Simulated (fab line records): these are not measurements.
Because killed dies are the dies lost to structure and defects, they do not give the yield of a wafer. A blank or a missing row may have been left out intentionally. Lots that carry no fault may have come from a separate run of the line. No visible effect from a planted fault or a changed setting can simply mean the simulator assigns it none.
fab line records	flow ritCmos
[record] lots = 12	wafers = 36	lastDay = 7
route steps=202 shown NLDD@112 CONTACT@180 M1@184
lots that met no fault: taken from a fault-free run of the same line
startH: hours from the record's first day to the start of the lot's first wafer shown	waitH: hours since the lot's step before	" unchanged from the row above	L1.1+2: one row covering several wafers at once	- either no value or no given start	* or withheld: withheld	< > ~ a bound
route shown NAME@n: a module of which the file shows steps, and the number in the route of the first	usual: mean and standard deviation over wafers with no fault	same: alike in all rows	chamber/n: place in a boat	sites: each site's reading	_std_site: how widely they spread, as a standard deviation	_edge_site: outer sites' mean less inner sites'	radiusMm: how far each site lies from the wafer's centre	mask NAME#n: copy n	behind: the most recent tool/chamber to have shaped the wafer	hold: why the lot was held/for how many hours/how that ended	device: the n, p or np transistor that did not switch	end of line: the same wafers' tests at the end of the route	a step given without rows: its recipe and nothing more	killed: dies that structure and defects cost at the first sort, which is not the same as the wafer's yield	map: per-die view of a wafer (x killed, . not killed, _ where there is no die)
set.NAME: the setting that was run; set.NAME@STEP: the one run at that earlier step	model.NAME: the simulator's own value behind a step, which no gauge read
route steps across a sampled set of lots; one table per step, one row per wafer
services: when a tool's chamber went out of use (startH, in hours from the record's first day, below 0 if earlier), for how many hours, and the reason
[[steps]]
[step RIT_NLDD_STRIP_09]
[recipe] chemistry = O2	timeS = 180	resist = NOVOLAK	platenTempC = withheld	powerW = 500	pressureMtorr = 4000	o2FlowSccm = 4000
[usual] drypumpMotorCurrentA = 5.7/0.33
lot.wafer	tool	chamber	startH	waitH	drypumpMotorCurrentA	rfHoursCounterH
L136.4	plasmaAsher-03	0	48.34	0.1	5.5	-
L136.5	"	1	"	"	6.0	-
L136.6	"	0	"	"	5.5	-
L137.2	plasmaAsher-04	0	55.27	0.1	5.6	26
L137.5	"	1	"	"	6.1	-
L137.6	"	0	"	"	5.6	-
L138.1	plasmaAsher-02	1	58.44	0.1	6.0	42
L138.2	"	0	"	"	5.2	42
L138.4	"	0	"	"	5.2	-
L139.3	plasmaAsher-03	0	58.74	0.1	5.6	-
L139.4	"	1	"	"	6.0	-
L139.6	"	0	"	"	5.6	-
L145.2	plasmaAsher-04	0	94.63	0.1	5.6	30
L145.5	"	0	"	"	5.6	-
L145.6	"	1	"	"	6.1	-
L146.1	plasmaAsher-03	1	97.67	0.1	6.0	44
L146.3	"	1	"	"	6.0	-
L146.4	"	0	"	"	5.5	-
L147.2	plasmaAsher-04	1	103.59	0.1	6.1	31
L147.4	"	0	"	"	5.5	-
L147.6	"	0	"	"	5.6	-
L148.1	plasmaAsher-03	0	106.71	0.1	5.5	45
L148.3	"	1	"	"	6.0	-
L148.5	"	0	"	"	5.5	-
L150.3	plasmaAsher-02	1	116.24	0.1	6.0	-
L150.4	"	0	"	"	5.1	-
L150.5	"	0	"	"	5.1	-
L152.1	plasmaAsher-02	0	126.41	0.1	5.1	50
L152.2	"	1	"	"	6.0	50
L152.6	"	0	"	"	5.1	-
L156.2	plasmaAsher-02	1	147.50	0.1	6.0	52
L156.4	"	0	"	"	5.2	-
L156.5	"	1	"	"	6.0	-
L158.1	plasmaAsher-04	0	156.98	0.1	5.5	38
L158.4	"	1	"	"	6.1	-
L158.5	"	1	"	"	6.1	-
[step RIT_CONTACT_STRIP_12]
[recipe] chemistry = O2	timeS = 180	resist = NOVOLAK	platenTempC = withheld	powerW = 500	pressureMtorr = 4000	o2FlowSccm = 4000
[usual] drypumpMotorCurrentA = 5.7/0.34
lot.wafer	tool	chamber	startH	waitH	drypumpMotorCurrentA	rfHoursCounterH
L136.4	plasmaAsher-03	0	60.33	0.2	5.5	-
L136.5	"	0	"	"	5.5	-
L136.6	"	1	"	"	6.0	-
L137.2	plasmaAsher-03	1	65.95	0.1	6.0	40
L137.5	"	0	"	"	5.5	-
L137.6	"	1	"	"	6.0	-
L138.1	plasmaAsher-03	1	69.48	0.1	6.0	41
L138.2	"	0	"	"	5.5	41
L138.4	"	0	"	"	5.5	-
L139.3	plasmaAsher-04	0	69.78	0.2	5.5	-
L139.4	"	1	"	"	6.1	-
L139.6	"	1	"	"	6.1	-
L145.2	plasmaAsher-03	1	105.26	0.1	6.0	44
L145.5	"	1	"	"	6.0	-
L145.6	"	0	"	"	5.5	-
L146.1	plasmaAsher-03	0	108.26	0.1	5.5	45
L146.3	"	0	"	"	5.5	-
L146.4	"	1	"	"	6.0	-
L147.2	plasmaAsher-02	0	114.22	0.1	5.2	49
L147.4	"	1	"	"	6.0	-
L147.6	"	1	"	"	6.0	-
L148.1	plasmaAsher-04	1	117.66	0.1	6.1	33
L148.3	"	0	"	"	5.5	-
L148.5	"	1	"	"	6.1	-
L150.3	plasmaAsher-03	0	127.54	0.2	5.5	-
L150.4	"	1	"	"	6.0	-
L150.5	"	0	"	"	5.5	-
L152.1	plasmaAsher-03	0	138.43	0.1	5.5	48
L152.2	"	1	"	"	6.0	48
L152.6	"	0	"	"	5.5	-
L156.2	plasmaAsher-02	0	158.43	0.1	5.1	53
L156.4	"	1	"	"	6.0	-
L156.5	"	0	"	"	5.2	-
L158.1	plasmaAsher-02	1	167.25	0.1	6.0	54
L158.4	"	1	"	"	6.0	-
L158.5	"	1	"	"	6.0	-
[step RIT_M1_SPUTTER_00]
[recipe] material = Al	targetThkNm = 400	powerW = 2000	chamberPressurePa = 0.4	gas = Ar	timeS = 500	substrateTempC = 25
[usual] cathodeDcPowerW = 1999.9/0.36	substrateTempC = 25.00/0.1	throttleValvePct = 30.1/0.58
lot.wafer	tool	chamber	startH	waitH	cathodeDcPowerW	substrateTempC	throttleValvePct
L136.4	pvdSputter-02	-	60.91	0.0	2000.0	24.76	29.3
L136.5	"	-	"	"	2000.5	24.72	29.1
L136.6	"	-	"	"	1999.8	24.86	30.1
L137.2	pvdSputter-03	-	66.79	0.0	2000.5	24.94	30.1
L137.5	"	-	"	"	2000.4	24.68	30.6
L137.6	"	-	"	"	2000.0	25.00	30.1
L138.1	pvdSputter-03	-	70.14	0.0	2000.1	25.07	30.7
L138.2	"	-	"	"	1999.8	24.95	30.2
L138.4	"	-	"	"	2000.4	24.89	29.9
L139.3	pvdSputter-02	-	70.38	0.0	2000.4	25.18	29.7
L139.4	"	-	"	"	1999.7	25.04	28.9
L139.6	"	-	"	"	1999.4	25.02	30.2
L145.2	pvdSputter-03	-	105.91	0.0	2000.9	25.01	30.0
L145.5	"	-	"	"	2000.5	25.05	30.4
L145.6	"	-	"	"	1730.9	24.89	30.1
L146.1	pvdSputter-02	-	108.90	0.0	2000.2	25.02	29.5
L146.3	"	-	"	"	2000.1	24.98	30.2
L146.4	"	-	"	"	2000.1	24.84	28.9
L147.2	pvdSputter-03	-	114.86	0.0	1731.5	24.96	30.0
L147.4	"	-	"	"	1999.8	24.98	30.0
L147.6	"	-	"	"	2000.2	25.07	30.3
L148.1	pvdSputter-02	-	118.30	0.0	2000.2	25.13	29.7
L148.3	"	-	"	"	1999.5	25.12	29.2
L148.5	"	-	"	"	1999.0	25.06	28.9
L150.3	pvdSputter-04	-	128.13	0.0	1999.9	25.00	30.2
L150.4	"	-	"	"	1999.9	24.87	30.6
L150.5	"	-	"	"	2000.2	25.02	30.6
L152.1	pvdSputter-02	-	139.10	0.0	1999.9	24.99	29.8
L152.2	"	-	"	"	2000.2	25.12	30.0
L152.6	"	-	"	"	2000.4	25.05	29.4
L156.2	pvdSputter-02	-	159.10	0.0	2000.0	25.06	30.2
L156.4	"	-	"	"	2000.0	24.84	29.5
L156.5	"	-	"	"	1999.8	25.02	29.0
L158.1	pvdSputter-04	-	167.90	0.0	2000.2	25.01	31.5
L158.4	"	-	"	"	1999.9	24.92	31.5
L158.5	"	-	"	"	1999.9	25.09	30.5
[step RIT_M1_RS_MEAS_01]
[recipe] thkMeasGauge = four-point-probe	reads = Al_of_M1_SPUTTER_00
[usual] M1_AL_RS = 0.0731/0.00081
lot.wafer	tool	chamber	startH	waitH	hold	M1_AL_RS[ohm/sq]
L136.4	filmMetro-02	-	61.27	0.2	-	0.0740
L136.5	"	-	"	"	-	0.0748
L136.6	"	-	"	"	-	0.0746
L137.2	filmMetro-03	-	67.13	0.2	-	0.0737
L137.5	"	-	"	"	-	0.0736
L137.6	"	-	"	"	-	0.0744
L138.1	filmMetro-03	-	70.43	0.1	-	0.0726
L138.2	"	-	"	"	-	0.0730
L138.4	"	-	"	"	-	0.0743
L139.3	filmMetro-02	-	70.72	0.2	-	0.0725
L139.4	"	-	"	"	-	0.0725
L139.6	"	-	"	"	-	0.0727
L145.2	filmMetro-02	-	106.22	0.2	awaitDispo/0.2h/release	0.0718
L145.5	"	-	"	"	awaitDispo/0.2h/release	0.0721
L145.6	"	-	"	"	awaitDispo/0.2h/release	0.0832
L145.2	filmMetro-02	-	106.51	0.3	-	0.0720
L145.5	"	-	"	"	-	0.0723
L145.6	"	-	"	"	-	0.0832
L146.1	filmMetro-04	-	109.20	0.1	-	0.0727
L146.3	"	-	"	"	-	0.0727
L146.4	"	-	"	"	-	0.0731
L147.2	filmMetro-02	-	115.17	0.2	awaitDispo/0.2h/release	0.0835
L147.4	"	-	"	"	awaitDispo/0.2h/release	0.0721
L147.6	"	-	"	"	awaitDispo/0.2h/release	0.0725
L147.2	filmMetro-02	-	115.46	0.3	-	0.0835
L147.4	"	-	"	"	-	0.0722
L147.6	"	-	"	"	-	0.0727
L148.1	filmMetro-04	-	118.60	0.1	-	0.0721
L148.3	"	-	"	"	-	0.0730
L148.5	"	-	"	"	-	0.0730
L150.3	filmMetro-03	-	128.47	0.2	-	0.0728
L150.4	"	-	"	"	-	0.0730
L150.5	"	-	"	"	-	0.0726
L152.1	filmMetro-03	-	139.39	0.1	-	0.0741
L152.2	"	-	"	"	-	0.0734
L152.6	"	-	"	"	-	0.0741
L156.2	filmMetro-03	-	159.42	0.2	-	0.0719
L156.4	"	-	"	"	-	0.0723
L156.5	"	-	"	"	-	0.0726
L158.1	filmMetro-02	-	168.19	0.1	-	0.0742
L158.4	"	-	"	"	-	0.0725
L158.5	"	-	"	"	-	0.0737
[step RIT_M1_THK_MEAS_02]
[recipe] thkMeasGauge = xrf	reads = Al_of_M1_SPUTTER_00
[usual] M1_AL_THK = 400/4.6
lot.wafer	tool	chamber	startH	waitH	hold	M1_AL_THK[nm]
L136.4	filmMetro-02	-	61.36	0.1	-	398
L136.5	"	-	"	"	-	392
L136.6	"	-	"	"	-	389
L137.2	filmMetro-03	-	67.24	0.1	-	401
L137.5	"	-	"	"	-	398
L137.6	"	-	"	"	-	397
L138.1	filmMetro-03	-	70.55	0.1	-	405
L138.2	"	-	"	"	-	403
L138.4	"	-	"	"	-	392
L139.3	filmMetro-02	-	70.82	0.1	-	405
L139.4	"	-	"	"	-	404
L139.6	"	-	"	"	-	403
L146.1	filmMetro-04	-	109.32	0.1	-	401
L146.3	"	-	"	"	-	404
L146.4	"	-	"	"	-	399
L145.2	filmMetro-02	-	111.72	5.2	awaitDispo/0.2h/release	408
L145.5	"	-	"	"	awaitDispo/0.2h/release	406
L145.6	"	-	"	"	awaitDispo/0.2h/release	354
L145.2	filmMetro-02	-	111.94	0.2	-	408
L145.5	"	-	"	"	-	404
L145.6	"	-	"	"	-	352
L147.2	filmMetro-02	-	118.68	3.2	awaitDispo/0.2h/release	351
L147.4	"	-	"	"	awaitDispo/0.2h/release	403
L147.6	"	-	"	"	awaitDispo/0.2h/release	401
L147.2	filmMetro-02	-	118.93	0.2	-	350
L147.4	"	-	"	"	-	406
L147.6	"	-	"	"	-	402
L148.1	filmMetro-04	-	118.72	0.1	-	407
L148.3	"	-	"	"	-	403
L148.5	"	-	"	"	-	405
L150.3	filmMetro-03	-	128.57	0.1	-	406
L150.4	"	-	"	"	-	404
L150.5	"	-	"	"	-	406
L152.1	filmMetro-03	-	139.51	0.1	-	397
L152.2	"	-	"	"	-	402
L152.6	"	-	"	"	-	395
L156.2	filmMetro-03	-	159.53	0.1	-	407
L156.4	"	-	"	"	-	408
L156.5	"	-	"	"	-	404
L158.1	filmMetro-02	-	168.31	0.1	-	392
L158.4	"	-	"	"	-	405
L158.5	"	-	"	"	-	395
[step RIT_M1_CD_MEAS_09]
[recipe] targetCdNm = 2600
[usual] cdNm = 2600.0/2.4
lot.wafer	tool	chamber	startH	waitH	cdNm
L136.4	cdSem-01	-	62.33	-	2594.3
L136.5	"	-	"	"	2595.8
L136.6	"	-	"	"	2596.1
L137.2	cdSem-02	-	68.19	-	2602.7
L137.5	"	-	"	"	2603.1
L137.6	"	-	"	"	2602.5
L138.1	cdSem-02	-	71.62	-	2600.7
L138.2	"	-	"	"	2600.2
L138.4	"	-	"	"	2600.6
L139.3	cdSem-01	-	71.97	-	2601.4
L139.4	"	-	"	"	2599.3
L139.6	"	-	"	"	2599.0
L146.1	cdSem-01	-	110.38	-	2605.1
L146.3	"	-	"	"	2602.9
L146.4	"	-	"	"	2601.3
L145.2	cdSem-02	-	116.68	-	2601.2
L145.5	"	-	"	"	2601.8
L145.6	"	-	"	"	2600.0
L148.1	cdSem-02	-	119.66	-	2599.0
L148.3	"	-	"	"	2597.7
L148.5	"	-	"	"	2596.8
L147.2	cdSem-01	-	122.03	-	2595.5
L147.4	"	-	"	"	2595.9
L147.6	"	-	"	"	2595.9
L150.3	cdSem-01	-	129.65	-	2599.7
L150.4	"	-	"	"	2600.3
L150.5	"	-	"	"	2598.4
L152.1	cdSem-02	-	140.57	-	2599.6
L152.2	"	-	"	"	2598.5
L152.6	"	-	"	"	2599.4
L156.2	cdSem-02	-	160.60	-	2596.2
L156.4	"	-	"	"	2596.3
L156.5	"	-	"	"	2594.5
L158.1	cdSem-01	-	169.38	-	2600.0
L158.4	"	-	"	"	2601.1
L158.5	"	-	"	"	2599.6
[step RIT_M1_METAL_ETCH_12]
[recipe] stopOn = SiO2	chemistry = Cl2/BCl3	target = Al	timeS = 165	overEtchFrac = 0.5	pressureMtorr = 100	targetDepthA = 6000	rfW = 250	Cl2_flow_sccm = 60	bcl3FlowSccm = 50
[usual] drypumpMotorCurrentA = 5.4/0.33	oesProductAu = 0.779/0.012	throttleValvePct = 8.25/0.13
lot.wafer	tool	chamber	startH	waitH	drypumpMotorCurrentA	oesProductAu	rfHoursCounterH	throttleValvePct
L136.4	rieMetal-04	0	62.73	0.1	5.8	0.770	-	8.34
L136.5	"	0	"	"	5.8	0.765	-	8.34
L136.6	"	1	"	"	5.4	0.752	-	8.23
L137.2	rieMetal-03	0	68.58	0.2	4.9	0.784	1	8.24
L137.5	"	0	"	"	4.9	0.790	-	8.25
L137.6	"	1	"	"	5.7	0.777	-	8.35
L138.1	rieMetal-01	0	72.02	0.2	5.7	0.792	33	7.97
L138.2	"	1	"	"	5.2	0.790	33	8.31
L138.4	"	0	"	"	5.7	0.785	-	7.96
L139.3	rieMetal-04	1	72.39	0.2	5.3	0.764	-	8.25
L139.4	"	0	"	"	5.8	0.766	-	8.34
L139.6	"	0	"	"	5.8	0.776	-	8.35
L146.1	rieMetal-03	0	110.79	0.2	4.9	0.790	1	8.24
L146.3	"	0	"	"	4.9	0.792	-	8.25
L146.4	"	1	"	"	5.7	0.775	-	8.36
L145.2	rieMetal-04	1	117.07	0.2	5.3	0.769	3	8.23
L145.5	"	0	"	"	5.8	0.778	-	8.35
L145.6	"	1	"	"	5.3	0.708	-	8.24
L148.1	rieMetal-04	1	120.06	0.2	5.3	0.766	3	8.24
L148.3	"	1	"	"	5.3	0.762	-	8.25
L148.5	"	1	"	"	5.3	0.772	-	8.24
L147.2	rieMetal-01	1	122.41	0.2	5.2	0.734	34	8.33
L147.4	"	0	"	"	5.7	0.806	-	7.96
L147.6	"	0	"	"	5.7	0.799	-	7.98
L150.3	rieMetal-01	0	130.07	0.2	5.7	0.804	-	7.97
L150.4	"	1	"	"	5.2	0.791	-	8.31
L150.5	"	1	"	"	5.2	0.792	-	8.31
L152.1	rieMetal-03	0	140.98	0.2	4.9	0.783	2	8.23
L152.2	"	1	"	"	5.6	0.769	2	8.36
L152.6	"	0	"	"	4.9	0.786	-	8.25
L156.2	rieMetal-04	1	160.99	0.2	5.3	0.776	4	8.23
L156.4	"	0	"	"	5.8	0.771	-	8.34
L156.5	"	0	"	"	5.9	0.775	-	8.36
L158.1	rieMetal-01	0	169.78	0.2	5.7	0.780	0	7.96
L158.4	"	0	"	"	5.7	0.793	-	7.97
L158.5	"	0	"	"	5.8	0.774	-	7.95
[step RIT_M1_PROBE_99]
[usual] defectLimitedYield = 97.4/1.2	killed_at_M0_to_M3 = 0.0/0.12	killedAtContacts = 0.1/0.27	killedAtFrontEnd = 7/3.1	killedDies = 7/3.1	killedOpen = 3.3/2.1	killedShort = 3.5/2	sort_bin_3_pad_short = 0.1/0.21	sort_bin_5_function = 1.5/0.83	sort_bin_6_memory = 1.0/0.65	sortNPass = 257/3.1	sortYieldPct = 97.4/1.2
[same] grossDies = 264	killed_at_M4_up = 0	killedAtBackSide = 0	killedAtOther = 0
lot.wafer	tool	chamber	startH	waitH	hold	defectLimitedYield[%]	killed_at_M0_to_M3	killedAtContacts	killedAtFrontEnd	killedDies	killedOpen	killedShort	sort_bin_3_pad_short[%]	sort_bin_5_function[%]	sort_bin_6_memory[%]	sortNPass	sortYieldPct[%]
L136.4	prober-02	-	65.09	0.2	-	97.3	0	0	7	7	3	4	0	1.1	1.5	257	97.3
L136.5	prober-02	-	65.14	0.2	-	97.0	0	0	8	8	5	3	0	1.9	1.1	256	97.0
L136.6	prober-02	-	65.19	0.2	-	96.2	0	0	10	10	5	5	0.4	1.9	1.5	254	96.2
L137.2	prober-01	-	70.90	0.1	-	97.7	0	1	5	6	3	3	0	1.1	1.1	258	97.7
L137.5	prober-01	-	71.05	0.2	-	97.0	0	0	8	8	5	3	0.8	1.9	0.4	256	97.0
L137.6	prober-01	-	71.10	0.2	-	97.7	0	0	6	6	4	2	0	1.9	0.4	258	97.7
L138.1	prober-02	-	74.29	0.1	-	95.8	0	0	11	11	5	6	0	2.3	1.9	253	95.8
L138.2	prober-02	-	74.34	0.1	-	97.3	0	0	7	7	3	4	0	2.3	0.4	257	97.3
L138.4	prober-02	-	74.44	0.2	-	98.1	1	0	4	5	4	1	0	1.5	0.4	259	98.1
L139.3	prober-01	-	75.89	0.2	-	98.1	0	0	5	5	2	3	0	0.8	1.1	259	98.1
L139.4	prober-01	-	75.94	0.2	-	96.2	0	0	10	10	6	4	0.4	1.5	1.9	254	96.2
L139.6	prober-01	-	76.04	0.2	-	97.7	0	0	6	6	4	2	0	0.4	1.9	258	97.7
L146.1	prober-02	-	113.07	0.1	-	98.1	0	0	5	5	2	2	0	1.5	0.4	259	98.1
L146.3	prober-02	-	113.17	0.2	-	98.9	0	0	3	3	2	1	0	1.1	0	261	98.9
L146.4	prober-02	-	113.22	0.2	-	98.5	0	0	4	4	1	3	0.4	0.4	0.8	260	98.5
L148.1	prober-02	-	122.32	0.1	-	97.0	0	1	7	8	3	5	0	1.5	1.5	256	97.0
L148.3	prober-02	-	122.42	0.2	-	97.0	0	0	8	8	6	2	0	1.9	1.1	256	97.0
L148.5	prober-02	-	122.52	0.2	-	97.3	0	0	7	7	4	3	0	0.4	2.3	257	97.3
L145.2	prober-01	-	125.11	5.6	awaitDispo/5.5h/release	97.3	0	0	7	7	1	6	0	1.9	0.8	257	97.3
L145.5	prober-01	-	125.26	5.7	awaitDispo/5.5h/release	95.5	0	0	12	12	8	4	0	2.7	1.9	252	95.5
L145.6	prober-01	-	125.31	5.7	awaitDispo/5.5h/release	97.0	0	0	8	8	3	5	0.8	1.9	0.4	256	97.0
L147.2	prober-01	-	129.15	4.3	awaitDispo/4.1h/release	97.7	0	0	6	6	1	5	0	1.5	0.8	258	97.7
L147.4	prober-01	-	129.25	4.3	awaitDispo/4.1h/release	95.1	0	0	13	13	7	6	0	2.3	2.7	251	95.1
L147.6	prober-01	-	129.35	4.4	awaitDispo/4.1h/release	97.7	0	0	6	6	4	2	0	1.9	0.4	258	97.7
L150.3	prober-02	-	132.37	0.2	-	97.7	0	0	6	6	3	3	0	2.3	0	258	97.7
L150.4	prober-02	-	132.42	0.2	-	96.6	0	0	9	9	4	5	0	2.7	0.8	255	96.6
L150.5	prober-02	-	132.47	0.2	-	95.8	0	1	10	11	5	6	0.4	2.7	1.1	253	95.8
L152.1	prober-02	-	143.23	0.1	-	97.0	0	0	8	8	3	5	0	2.3	0.8	256	97.0
L152.2	prober-02	-	143.28	0.1	-	96.6	0	0	9	9	2	7	0.4	1.5	1.5	255	96.6
L152.6	prober-02	-	143.48	0.2	-	98.1	0	0	5	5	4	1	0	0.8	1.1	259	98.1
L156.2	prober-01	-	163.29	0.1	-	97.3	0	0	7	7	2	5	0	1.9	0.8	257	97.3
L156.4	prober-01	-	163.39	0.2	-	97.3	0	0	7	7	6	1	0	0.8	1.9	257	97.3
L156.5	prober-01	-	163.44	0.2	-	95.8	0	0	11	11	4	7	0	1.9	2.3	253	95.8
L158.1	prober-01	-	172.04	0.1	-	98.5	0	0	4	4	2	2	0	0.8	0.8	260	98.5
L158.4	prober-01	-	172.19	0.2	-	97.3	1	0	6	7	5	2	0	1.5	1.1	257	97.3
L158.5	prober-01	-	172.24	0.2	-	99.2	0	0	2	2	0	2	0	0.8	0	262	99.2
// killed by level:class
L136.4 GATE:geometricParticle:short=4 SILICIDE:geometricParticle:open=2 REOX:geometricParticle:open=1
L136.5 GATE:geometricParticle:open=3 GATE:geometricParticle:short=2 SPACER:geometricParticle:open=2 FOX1:geometricParticle:short=1
L136.6 GATE:geometricParticle:open=4 GATE:geometricParticle:short=3 SPACER:geometricParticle:short=1 SILICIDE:geometricParticle:short=1 SILICIDE:geometricParticle:open=1
L137.2 FOX1:geometricParticle:short=1 FOX2:geometricParticle:open=1 GATE:geometricParticle:open=1 SILICIDE:geometricParticle:short=1 SILICIDE:geometricParticle:open=1 CONTACT:geometricParticle:short=1
L137.5 GATE:geometricParticle:open=4 GATE:geometricParticle:short=2 SILICIDE:geometricParticle:short=1 SILICIDE:geometricParticle:open=1
L137.6 SILICIDE:geometricParticle:open=2 SILICIDE:geometricParticle:short=1 GATE:geometricParticle:open=1 REOX:geometricParticle:short=1 SPACER:geometricParticle:open=1
L138.1 FOX1:geometricParticle:short=2 GATE:geometricParticle:short=2 GATE:geometricParticle:open=2 SPACER:geometricParticle:short=2 FOX1:geometricParticle:open=1 REOX:geometricParticle:open=1 SPACER:geometricParticle:open=1
L138.2 FOX1:geometricParticle:short=3 FOX1:geometricParticle:open=2 GATE:geometricParticle:open=1 SPACER:geometricParticle:short=1
L138.4 REOX:geometricParticle:open=3 GATE:geometricParticle:open=1 M1:geometricParticle:short=1
L139.3 FOX2:geometricParticle:short=1 GATE:geometricParticle:open=1 GATE:geometricParticle:short=1 SPACER:geometricParticle:open=1 SILICIDE:geometricParticle:short=1
L139.4 FOX2:geometricParticle:open=2 FOX2:geometricParticle:short=2 REOX:geometricParticle:open=2 FOX1:geometricParticle:short=1 GATE:geometricParticle:short=1 SPACER:geometricParticle:open=1 SILICIDE:geometricParticle:open=1
L139.6 FOX1:geometricParticle:open=1 FOX2:geometricParticle:open=1 GATE:geometricParticle:short=1 GATE:geometricParticle:open=1 REOX:geometricParticle:open=1 SPACER:geometricParticle:short=1
L146.1 FOX2:geometricParticle:open=1 GATE:geometricParticle:short=1 REOX:geometricParticle:short=1 SILICIDE:geometricParticle:open=1 NRETRO:coatMicrobubblePrinted=1
L146.3 FOX1:geometricParticle:short=1 REOX:geometricParticle:open=1 SILICIDE:geometricParticle:open=1
L146.4 GATE:geometricParticle:short=2 GATE:geometricParticle:open=1 SPACER:geometricParticle:short=1
L148.1 ACTIVE:geometricParticle:open=1 FOX1:geometricParticle:short=1 FOX2:geometricParticle:open=1 GATE:geometricParticle:short=1 SPACER:geometricParticle:short=1 SILICIDE:geometricParticle:short=1 SILICIDE:geometricParticle:open=1 CONTACT:geometricParticle:short=1
L148.3 SPACER:geometricParticle:open=3 FOX1:geometricParticle:open=1 GATE:geometricParticle:open=1 SPACER:geometricParticle:short=1 SILICIDE:geometricParticle:open=1 SILICIDE:geometricParticle:short=1
L148.5 SILICIDE:geometricParticle:open=3 REOX:geometricParticle:short=2 FOX2:geometricParticle:short=1 FOX2:geometricParticle:open=1
L145.2 FOX2:geometricParticle:short=2 GATE:geometricParticle:short=2 SPACER:geometricParticle:short=2 REOX:geometricParticle:open=1
L145.5 FOX2:geometricParticle:short=2 FOX2:geometricParticle:open=2 SILICIDE:geometricParticle:open=2 FOX1:geometricParticle:open=1 GATE:geometricParticle:open=1 REOX:geometricParticle:open=1 SPACER:geometricParticle:open=1 SPACER:geometricParticle:short=1
L145.6 REOX:geometricParticle:short=2 FOX2:geometricParticle:open=1 FOX2:geometricParticle:short=1 GATE:geometricParticle:open=1 GATE:geometricParticle:short=1 SPACER:geometricParticle:short=1 SILICIDE:geometricParticle:open=1
L147.2 GATE:geometricParticle:short=2 FOX1:geometricParticle:short=1 FOX1:geometricParticle:open=1 REOX:geometricParticle:short=1 SILICIDE:geometricParticle:short=1
L147.4 GATE:geometricParticle:open=3 SPACER:geometricParticle:open=3 FOX2:geometricParticle:short=2 GATE:geometricParticle:short=2 SILICIDE:geometricParticle:short=2 SILICIDE:geometricParticle:open=1
L147.6 FOX1:geometricParticle:open=3 FOX1:geometricParticle:short=1 GATE:geometricParticle:short=1 SPACER:geometricParticle:open=1
L150.3 GATE:geometricParticle:open=2 FOX1:geometricParticle:short=1 FOX1:geometricParticle:open=1 GATE:geometricParticle:short=1 SPACER:geometricParticle:short=1
L150.4 FOX2:geometricParticle:short=2 GATE:geometricParticle:short=2 GATE:geometricParticle:open=2 SILICIDE:geometricParticle:open=2 FOX1:geometricParticle:short=1
L150.5 GATE:geometricParticle:open=2 GATE:geometricParticle:short=2 SILICIDE:geometricParticle:open=2 REOX:geometricParticle:short=1 REOX:geometricParticle:open=1 SPACER:geometricParticle:short=1 SILICIDE:geometricParticle:short=1 CONTACT:geometricParticle:short=1
L152.1 GATE:geometricParticle:short=3 GATE:geometricParticle:open=2 FOX1:geometricParticle:open=1 SPACER:geometricParticle:short=1 SILICIDE:geometricParticle:short=1
L152.2 GATE:geometricParticle:short=2 REOX:geometricParticle:open=2 SPACER:geometricParticle:short=2 FOX1:geometricParticle:short=1 FOX2:geometricParticle:short=1 REOX:geometricParticle:short=1
L152.6 SPACER:geometricParticle:open=2 ACTIVE:geometricParticle:open=1 FOX1:geometricParticle:open=1 GATE:geometricParticle:short=1
L156.2 GATE:geometricParticle:short=3 FOX1:geometricParticle:short=2 REOX:geometricParticle:open=1 SILICIDE:geometricParticle:open=1
L156.4 FOX1:geometricParticle:open=3 GATE:geometricParticle:open=2 REOX:geometricParticle:short=1 SILICIDE:geometricParticle:open=1
L156.5 FOX2:geometricParticle:open=2 FOX2:geometricParticle:short=2 REOX:geometricParticle:short=2 FOX1:geometricParticle:short=1 GATE:geometricParticle:open=1 GATE:geometricParticle:short=1 REOX:geometricParticle:open=1 SILICIDE:geometricParticle:short=1
L158.1 GATE:geometricParticle:short=2 GATE:geometricParticle:open=2
L158.4 GATE:geometricParticle:open=5 GATE:geometricParticle:short=1 M1:geometricParticle:short=1
L158.5 FOX2:geometricParticle:short=1 GATE:geometricParticle:short=1
[[services]]
tool	chamber	startH	hours	kind
pvdSputter-04	-	67.49	6.4	repair
pvdSputter-02	-	85.12	10.3	repair
plasmaAsher-02	-	128.81	0.6	repair
plasmaAsher-03	-	131.59	4.5	repair
pvdSputter-03	-	133.95	0.5	repair
rieMetal-01	-	136.12	20.0	pm
rieMetal-01	0	136.12	20.0	ventCycle
rieMetal-01	1	136.12	20.0	ventCycle
pvdSputter-04	-	138.15	4.2	repair
rieMetal-01	0	156.12	-	clean
rieMetal-01	1	156.12	-	clean
plasmaAsher-03	-	163.29	0.5	repair
[[key]]
[firstSign] step = RIT_M1_SPUTTER_00	reading = cathodeDcPowerW	direction = down	sigmas = 99+	usual = 1999.9	struck = 1731.2
[effect] step = RIT_M1_RS_MEAS_01	reading = visit	direction = added
[effect] step = RIT_M1_RS_MEAS_01	reading = M1_AL_RS	direction = up	sigmas = 13	usual = 0.0731	struck = 0.0833
[effect] step = RIT_M1_THK_MEAS_02	reading = visit	direction = added
[effect] step = RIT_M1_THK_MEAS_02	reading = M1_AL_THK	direction = down	sigmas = 10	usual = 400	struck = 352
[effect] step = RIT_M1_METAL_ETCH_12	reading = oesProductAu	direction = down	sigmas = 4.8	usual = 0.779	struck = 0.721
metAt RIT_M1_SPUTTER_00
struckLots L145,L147
struckWafers L145.6,L147.2
notActingAt RIT_NLDD_STRIP_09,RIT_CONTACT_STRIP_12,RIT_M1_CD_MEAS_09
onsetBetween 70.14 105.91
[fault] kind = processParameterDrift	tool = pvdSputter-03	chamber = -	onsetH = 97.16	steps = RIT_M1_SPUTTER_00	channel = powerW	offset = -268.45	shape = step	endH = 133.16	stated = 2000	scope = struckWafersOnly
